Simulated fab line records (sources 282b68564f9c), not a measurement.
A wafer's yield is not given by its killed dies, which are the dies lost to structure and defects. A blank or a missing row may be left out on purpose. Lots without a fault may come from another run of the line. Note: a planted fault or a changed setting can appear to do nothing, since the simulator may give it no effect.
Which tool is to blame?	flow rit cmos	15 lots, 45 wafers sampled, at 3 steps of a route of 202

## WHAT THE GAUGES SHOWED, per wafer
RIT_PSD_TW_MEAS_10.
lot	measured	on	PSD_TW
L461	day 3 03:31	film metro-04	3465 3454 3453
L462	day 3 09:04	film metro-03	3437 3448 3434
L463	day 3 13:31	film metro-04	3469 3441 3460
L464	day 3 20:59	film metro-04	3445 3439 3454
L465	day 3 23:43	film metro-04	3455 3441 3456
L466	day 4 03:26	film metro-03	3440 3456 3459
L469	day 4 21:26	film metro-03	3449 3440 3446
L471	day 5 05:35	film metro-01	3397 3403 3407
L472	day 5 12:38	film metro-04	3230 3245 3237 3256 3254 3251
L474	day 5 22:02	film metro-03	3232 3214 3226 3235 3234 3230
L476	day 6 07:56	film metro-03	3200 3198 3206 3213 3213 3197
L477	day 6 15:07	film metro-04	3454 3445 3453
L478	day 6 19:56	film metro-04	3446 3444 3460
L483	day 7 18:14	film metro-03	3429 3441 3426
L484	day 8 01:36	film metro-03	3442 3447 3432

RIT_SDANNEAL_RS_MEAS_04: uses a four-point probe to measure.
lot	measured	on	PSD_RS (ohm/sq)
L461	day 3 04:01	film metro-03	115.3 115.4 115.7
L462	day 3 09:34	film metro-04	115.1 114.7 114.6
L463	day 3 14:01	film metro-04	114.6 115.1 114.9
L464	day 3 21:31	film metro-01	115.3 115.1 115.3
L465	day 4 00:15	film metro-03	115.0 114.6 114.8
L466	day 4 03:59	film metro-03	115.8 115.9 116.0
L469	day 4 22:19	film metro-04	114.6 114.9 115.0
L471	day 5 06:06	film metro-03	115.7 115.4 115.9
L472	day 5 18:13	film metro-04	122.9 122.6 122.7 122.8 122.7 122.6
L474	day 6 03:14	film metro-04	122.6 122.4 122.3 122.6 122.5 122.3
L476	day 6 11:43	film metro-04	122.7 123.0 122.7 122.7 122.8 122.8
L477	day 6 15:36	film metro-01	114.9 114.7 114.9
L478	day 6 20:25	film metro-04	115.0 115.0 115.0
L483	day 7 18:44	film metro-03	115.0 115.3 114.8
L484	day 8 02:07	film metro-03	115.2 115.4 115.3

## WHAT TOOL EACH LOT RAN ON (gives the tool, then ch and the chambers of the sampled wafers, and finally the start)
lot	RIT_PSD_IMPLANT_08
L461	implanter-02 ch 0, day 3 03:11
L462	implanter-03 ch 0, day 3 08:45
L463	implanter-04 ch 0, day 3 13:11
L464	implanter-04 ch 0, day 3 20:41
L465	implanter-04 ch 0, day 3 23:23
L466	implanter-02 ch 0, day 4 03:08
L469	implanter-02 ch 0, day 4 21:10
L471	implanter-04 ch 0, day 5 05:17
L472	implanter-02 ch 0, day 5 12:20
L474	implanter-02 ch 0, day 5 21:43
L476	implanter-02 ch 0, day 6 07:36
L477	implanter-04 ch 0, day 6 14:47
L478	implanter-03 ch 0, day 6 19:37
L483	implanter-03 ch 0, day 7 17:55
L484	implanter-03 ch 0, day 8 01:17
- RIT_PSD_IMPLANT_08

## WHAT THE TOOLS THEMSELVES READ (means of the sampled wafers that have a number; where no wafer has one, the mark that the record gives instead)
RIT_PSD_IMPLANT_08.
lot	tool	beam on s (s)	dose ions cm2	faraday current uA
L461	implanter-02	14.0	5.000e+15	10998
L462	implanter-03	12.6	4.993e+15	12185
L463	implanter-04	11.9	4.995e+15	12931
L464	implanter-04	11.9	5.001e+15	12879
L465	implanter-04	11.9	4.997e+15	12812
L466	implanter-02	14.0	4.994e+15	10977
L469	implanter-02	14.2	5.003e+15	10904
L471	implanter-04	11.8	4.999e+15	12955
L472	implanter-02	9.9	2.807e+15	8769
L474	implanter-02	9.9	2.813e+15	8715
L476	implanter-02	10.1	2.808e+15	8548
L477	implanter-04	11.8	4.999e+15	12958
L478	implanter-03	12.7	5.002e+15	12068
L483	implanter-03	12.7	4.991e+15	12109
L484	implanter-03	12.5	4.999e+15	12255

## THE ANSWER, worked out from the rows above alone
Rule: the usual values come from the lots themselves. Put in order of their means at a reading, lots are off if they are a third of the lots or fewer, leave a main group of 4 or more, and stand apart from it by a gap of 3 or more times the standard deviation of the main group's means; of several such gaps the widest counts. Not used: any main group whose means are identical at the precision the tables above print for the reading. A lot without any number at a reading at which 4 lots or more have one is off too. Any other lot the step has rows for is counted as sound. The gauges are gone through in route order, then the tools' own readings, and for those a lot's mean is taken as printed above. The first step at which some lot is off is used, and at that step the reading that is off furthest; a lot without a number counts as furthest.
Off: at RIT_PSD_TW_MEAS_10 (PSD_TW), L472, L474, L476. Mean 3444 and standard deviation 14 in the main group.
If a tool, at a process step before that reading, ran all the lots that are off and no sound lot after the first of them, it fits. Not tried: the gauges at RIT_PSD_TW_MEAS_10; whatever is off there is also off at RIT_PSD_IMPLANT_08, on other tools, and gauge error can't account for it. One fits: implanter-02 at RIT_PSD_IMPLANT_08. Its last sound lot is L469 (day 4 21:10), its first lot that is off L472 (day 5 12:20): a fault that began between those two fits.
On the lots that are off, the tool's own readings at RIT_PSD_IMPLANT_08 differ by more than 5 times the standard deviation of the sound lots' means, which bears it out; dose ions cm2 reads 2.809e+15 there versus 4.998e+15 on the sound lots.

## WHAT HAD BEEN PUT IN BY THE SIMULATOR
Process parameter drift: implanter-02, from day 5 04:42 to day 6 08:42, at RIT_PSD_IMPLANT_08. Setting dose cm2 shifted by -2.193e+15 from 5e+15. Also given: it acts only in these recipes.
Lots struck among those shown: L472, L474, L476. This agrees with what the rule above found.
